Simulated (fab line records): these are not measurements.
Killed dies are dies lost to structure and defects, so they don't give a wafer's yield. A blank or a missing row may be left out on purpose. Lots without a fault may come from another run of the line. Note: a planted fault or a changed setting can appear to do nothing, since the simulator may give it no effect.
fab line records | flow berkeley-cmos170
[record] lots = 14 wafers = 42 last-day = 13
route steps=331 shown M2@288
lots that met no fault: taken from a fault-free run of the same line
start-h: the number of hours between the record's first day and the start of the first shown wafer of the lot | wait-h: hours since the lot's step before | " unchanged from the row above | L1.1+2: several wafers, shown together as one row | - no value present, or no start provided | * or withheld: withheld | < > ~ a bound
route shown NAME@n: names a module that has steps shown in the file, with the first one's number in the route | usual: mean and standard deviation over wafers with no fault | same: alike in all rows | chamber/n: place in a boat | sites: readings site by site | _std_site: standard deviation of those values | _edge_site: the outer-site mean with the inner-site mean subtracted | radius-mm: for every site, how far away it sits from the centre of the wafer | mask NAME#n: copy n | behind: the last tool/chamber to shape the wafer | hold: why the lot went on hold/how many hours it stayed there/how the hold came to an end | device: whichever transistor did not switch (one of n, p or np) | end of line: the tests these same wafers got at the end of their route | where a step has no rows: the recipe by itself | killed: at the first sort, the dies lost to defects and structure; wafer yield is something else | map: a wafer's dies, marking killed ones x, the rest . and places with no die _
set.NAME: setting as actually run; set.NAME@STEP: the setting as run at that earlier step | model.NAME: the simulator's own value behind a step, which no gauge read
route steps across a sampled set of lots; one table per step, one row per wafer
services: from which hour (start-h, from the record's first day; less than 0 if before it) a tool's chamber was out of use, for how many hours, and why
[[steps]]
[step UCB170_M2_ETCH_17]
[recipe] chemistry = N2/H2 target-depth-a = withheld overetch-a = withheld target = BARC time-s = withheld source-w = 500 bias-w = 100 pressure-mtorr = 30 n2-flow-sccm = 100 h2-flow-sccm = 200
[usual] drypump-motor-current-A = 5.62/0.26 oes-product-au = 1.016/0.022 throttle-valve-pct = 13.28/0.12
// columns lot.wafer tool chamber start-h wait-h drypump-motor-current-A oes-product-au throttle-valve-pct
L671.2 rie-diel-01 2 177.65 0.0 5.58 0.999 13.14
L671.3 " 3 " " 5.50 1.030 13.33
L671.5 " 2 " " 5.55 0.998 13.14
L673.2 rie-diel-04 3 187.97 0.0 5.32 1.014 13.34
L673.4 " 2 " " 6.12 1.026 13.37
L673.6 " 0 " " 5.94 1.000 13.26
L672.3 rie-diel-01 1 191.36 0.0 5.68 1.011 13.16
L672.5 " 3 " " 5.51 1.031 13.32
L672.6 " 2 " " 5.57 0.991 13.15
L676.1 rie-diel-04 3 211.32 0.0 5.32 1.022 13.35
L676.3 " 2 " " 6.14 1.030 13.36
L676.6 " 3 " " 5.35 1.024 13.34
L682.2 rie-diel-01 1 221.06 0.0 5.67 0.772 13.15
L682.3 " 3 " " 5.48 0.782 13.30
L682.4 " 1 " " 5.64 0.773 13.15
L681.2 rie-diel-04 0 223.24 0.0 5.94 1.004 13.25
L681.3 " 3 " " 5.33 1.024 13.34
L681.4 " 2 " " 6.07 1.034 13.36
L680.1 rie-diel-01 1 223.29 0.0 5.64 0.775 13.16
L680.2 " 3 " " 5.47 0.789 13.32
L680.5 " 3 " " 5.49 0.780 13.33
L684.3 rie-diel-03 0 247.10 0.0 5.59 0.982 13.33
L684.5 " 1 " " 5.02 1.048 13.35
L684.6 " 0 " " 5.60 0.985 13.32
L689.1 rie-diel-04 1 262.88 0.0 5.95 1.027 13.33
L689.4 " 3 " " 5.32 1.016 13.33
L689.5 " 1 " " 5.95 1.039 13.34
L688.1 rie-diel-04 3 266.60 0.0 5.35 1.029 13.34
L688.3 " 1 " " 5.96 1.025 13.33
L688.5 " 0 " " 5.96 1.016 13.26
L690.2 rie-diel-03 1 277.50 0.0 5.03 1.039 13.35
L690.3 " 3 " " 5.89 0.993 13.01
L690.6 " 1 " " 5.02 1.042 13.37
L692.1 rie-diel-03 0 278.22 0.0 5.61 0.987 13.33
L692.2 " 1 " " 5.03 1.037 13.37
L692.5 " 3 " " 5.88 1.000 13.01
L693.1 rie-diel-04 3 278.70 0.0 5.34 1.028 13.35
L693.4 " 1 " " 5.94 1.029 13.34
L693.6 " 0 " " 5.95 1.018 13.25
L694.1 rie-diel-03 2 304.85 0.0 5.55 1.052 13.32
L694.2 " 0 " " 5.63 0.990 13.33
L694.4 " 3 " " 5.87 1.004 13.00
[[services]]
// columns tool chamber start-h hours kind
rie-diel-01 0 159.02 2.0 repair
rie-diel-03 - 164.36 0.3 repair
rie-diel-04 - 174.95 0.1 repair
rie-diel-04 1 195.27 3.9 repair
rie-diel-01 2 203.89 29.7 repair
rie-diel-01 0 218.76 7.1 repair
rie-diel-04 2 230.21 70.9 repair
rie-diel-03 2 239.04 15.7 repair
rie-diel-03 - 260.63 0.7 repair
[[key]]
[first-sign] step = UCB170_M2_ETCH_17 reading = oes-product-au direction = down sigmas = 11 usual = 1.016 struck = 0.778
effect none on later readings
met-at UCB170_M2_ETCH_17
struck-lots L680,L682
onset-between 191.36 221.06
[fault] kind = process-parameter-drift tool = rie-diel-01 chamber = - onset-h = 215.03 steps = UCB170_M2_ETCH_17 channel = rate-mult offset = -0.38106 shape = step end-h = 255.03
